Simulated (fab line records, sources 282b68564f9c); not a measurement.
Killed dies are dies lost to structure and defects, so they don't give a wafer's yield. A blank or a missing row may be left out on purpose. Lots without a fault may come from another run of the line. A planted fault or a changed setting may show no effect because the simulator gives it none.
A struck lot beside a sound one | flow rit_cmos | 45 steps out of a route of 202
Sound: wafers L925.3, L925.5, L925.6. Struck: wafers L933.1, L933.4, L933.5. The cause comes at the end.
At each step with rows: each side's tool, then ch and its chambers, then its first start. Under that, the readings that differ: sound wafers | struck wafers | difference of the means | sigmas: that difference in standard deviations of wafers without a fault.
alike: readings whose means differ by less than 2 such deviations, and words and numbers that are the same on both sides. not compared: withheld readings, readings that some wafer has no value for, bounds like >300 that may hide the same value, and numbers for which the record gives no deviation and whose values overlap.
The two part at a step that has a row with sigmas, a row that says differs or no value, or rows on one side only. Numbers that don't overlap but have no deviation are shown without sigmas and don't part them. A reading that every wafer of one side lacks parts them only if that side has two wafers or more.

first, 1 step without rows for these wafers: RIT_ACTIVE_DEVELOP_10 (develop time 50 s).
RIT_ACTIVE_CD_MEAS_11: target cd 1400 nm.
  sound on cd_sem-02, day 3 06:58; struck on cd_sem-01, day 4 22:34
  alike: cd_nm
then, 1 step without rows for these wafers: RIT_ACTIVE_HARDBAKE_12 (time 60 s).
RIT_ACTIVE_ETCH_13: etches Si3N4 in SF6, stops on SiO2, time 210 s, target depth 210 nm.
  sound on rie_diel-02 ch 0,1,2, day 3 07:11; struck on rie_diel-02 ch 0,1,3, day 4 22:50
  alike: drypump_motor_current_A, oes_product_au, throttle_valve_pct
  not compared: rf_hours_counter_h
RIT_ACTIVE_STRIP_14: strips in O2, time 180 s.
  sound on plasma_asher-01 ch 0,1, day 3 07:23; struck on plasma_asher-01 ch 0, day 4 22:58
  alike: drypump_motor_current_A, o2_flow_sccm
  not compared: rf_hours_counter_h
RIT_ACTIVE_CD_MEAS_90: target cd 1400 nm.
  sound on cd_sem-02, day 3 07:32; struck on cd_sem-01, day 4 23:08
  alike: cd_nm
then, 4 steps without rows for these wafers: RIT_ACTIVE_CLEAN_15 (cleans in SC1, time 600 s); RIT_ACTIVE_CLEAN_16 (cleans in dHF, time 30 s); RIT_ACTIVE_CLEAN_17 (cleans in SC2, time 600 s); RIT_FOX1_OXIDATION_00 (target thk 350.7 nm, ox time 1130 s).
RIT_FOX1_THK_MEAS_01:
  sound on film_metro-03, day 3 09:19; struck on film_metro-01, day 5 01:18
  alike: FOX1_OXIDE_THK
then, 1 step without rows for these wafers: RIT_FOX1_WET_ETCH_02 (etches SiO2 in BOE, target depth 350 nm, time 390 s).
RIT_FOX2_OXIDATION_00: target thk 350.7 nm, ox time 1130 s.
  sound on furnace-02 ch 0, day 3 09:28; struck on furnace-01 ch 0, day 5 01:29
  reading                                     | sound             | struck            | difference | sigmas
  ox_time_s (s)                               | 1130 1130 1130    | 1356 1356 1356    | +226       |
  model.SiO2_of_FOX2_OXIDATION_00.thk_nm (nm) | 357.8 356.1 353.2 | 387.9 391.1 391.3 | +34.4      |
  alike: spike_tc_source_C
RIT_FOX2_THK_MEAS_01:
  sound on film_metro-02, day 3 10:49; struck on film_metro-03, day 5 02:47
  reading             | sound       | struck      | difference | sigmas
  FOX2_OXIDE_THK (nm) | 358 356 353 | 388 391 391 | +34        | +5
then, 2 steps without rows for these wafers: RIT_FOX2_CLEAN_02 (cleans in dHF, time 180 s); RIT_FOX2_WET_ETCH_03 (etches Si3N4 in H3PO4, target depth 195 nm, time 2700 s).
RIT_FOX2_THK_MEAS_90:
  sound on film_metro-02, day 3 11:41; struck on film_metro-02, day 5 03:41
  reading                     | sound       | struck      | difference | sigmas
  FIELD_OXIDE_LEFT_1_THK (nm) | 331 329 326 | 360 364 364 | +34        | +5
then, 6 steps without rows for these wafers: RIT_NWELL_HMDS_00 (prime time 60 s); RIT_NWELL_COAT_01 (resist thk 1300 nm); RIT_NWELL_SOFTBAKE_02 (time 60 s); RIT_NWELL_EXPOSE_03 (exposes mask M2, target cd 43900 nm); RIT_NWELL_PEB_04; RIT_NWELL_DEVELOP_05 (develop time 68 s).
RIT_NWELL_OVL_MEAS_06:
  sound on overlay-02, day 3 12:44; struck on overlay-02, day 5 04:44
  alike: NWELL_OVL
then, 2 steps without rows for these wafers: RIT_NWELL_HARDBAKE_07 (time 120 s); RIT_NWELL_IMPLANT_08.
RIT_NWELL_STRIP_09: strips in O2, time 180 s.
  sound on plasma_asher-04 ch 0,1, day 3 13:14; struck on plasma_asher-01 ch 1, day 5 05:11
  alike: drypump_motor_current_A, o2_flow_sccm
  not compared: rf_hours_counter_h
RIT_NWELL_TW_MEAS_10:
  sound on film_metro-02, day 3 13:22; struck on film_metro-02, day 5 05:21
  alike: NWELL_TW
then, 6 steps without rows for these wafers: RIT_PWELL_HMDS_00 (prime time 60 s); RIT_PWELL_COAT_01 (resist thk 1300 nm); RIT_PWELL_SOFTBAKE_02 (time 60 s); RIT_PWELL_EXPOSE_03 (exposes mask M3, target cd 43700 nm); RIT_PWELL_PEB_04; RIT_PWELL_DEVELOP_05 (develop time 68 s).
RIT_PWELL_OVL_MEAS_06:
  sound on overlay-02, day 3 14:31; struck on overlay-01, day 5 06:17
  reading        | sound       | struck         | difference | sigmas
  PWELL_OVL (nm) | 3.6 2.2 0.8 | -1.2 -1.6 -1.2 | -3.5       | -2
then, 2 steps without rows for these wafers: RIT_PWELL_HARDBAKE_07 (time 120 s); RIT_PWELL_IMPLANT_08.
RIT_PWELL_STRIP_09: strips in O2, time 180 s.
  sound on plasma_asher-04 ch 0,1, day 3 15:00; struck on plasma_asher-02 ch 0,1, day 5 06:44
  alike: drypump_motor_current_A, o2_flow_sccm
  not compared: rf_hours_counter_h
RIT_PWELL_TW_MEAS_10:
  sound on film_metro-02, day 3 15:08; struck on film_metro-01, day 5 06:54
  alike: PWELL_TW
then, 1 step without rows for these wafers: RIT_WELLDRIVE_ANNEAL_00 (time 14700 s).
RIT_WELLDRIVE_RS_MEAS_01: measures by four-point-probe.
  sound on film_metro-01, day 3 20:18; struck on film_metro-04, day 5 12:03
  alike: NWELL_RS
RIT_WELLDRIVE_RS_MEAS_02: measures by four-point-probe.
  sound on film_metro-01, day 3 20:25; struck on film_metro-04, day 5 12:10
  alike: PWELL_RS
RIT_FOX2_THK_MEAS_91:
  sound on film_metro-03, day 4 00:26; struck on film_metro-02, day 5 16:13
  reading                     | sound       | struck      | difference | sigmas
  FIELD_OXIDE_LEFT_2_THK (nm) | 262 259 257 | 292 295 295 | +35        | +5
RIT_SILICIDE_WET_ETCH_00: etches SiO2 in BOE, target depth 14 nm, time 15 s.
  sound on wet_bench-02 ch 1, day 4 20:29; struck on wet_bench-04 ch 3, day 6 09:27
  reading                                     | sound             | struck            | difference | sigmas
  model.SiO2_of_FOX2_OXIDATION_00.thk_nm (nm) | 156.1 154.3 151.8 | 187.1 188.7 189.7 | +34.4      |
RIT_M1_PROBE_99:
  sound on prober-02, day 5 03:40; struck on prober-02, day 6 17:47
  reading                        | sound               | struck               | difference | sigmas
  killed_at_M0_to_M3             | 0 0 1               | 0 0 0                | +0         | -2
  model.etest.nldd.width_nm (nm) | 3198 3207 3195      | 3145 3145 3136       | -58        |
  model.etest.pldd.width_nm (nm) | 3194 3199 3189      | 3158 3142 3139       | -48        |
  model.etest.field_n.vt_v (V)   | 35.39 35.19 34.88   | 39.5 39.97 39.96     | +4.7       |
  model.etest.field_p.vt_v (V)   | -12.44 -12.39 -12.3 | -13.42 -13.55 -13.49 | -1.11      |
  alike: killed_at_front_end, killed_dies, killed_open, killed_short
  not compared: model.etest.nplus_sal.width_nm, model.etest.pplus_sal.width_nm, model.etest.pwell.rs_ohm_sq, model.etest.field_p_metal.vt_v

WHERE THEY PART
First at RIT_FOX2_THK_MEAS_01; last, within this record, at RIT_M1_PROBE_99.

WHY: what the simulator had put in
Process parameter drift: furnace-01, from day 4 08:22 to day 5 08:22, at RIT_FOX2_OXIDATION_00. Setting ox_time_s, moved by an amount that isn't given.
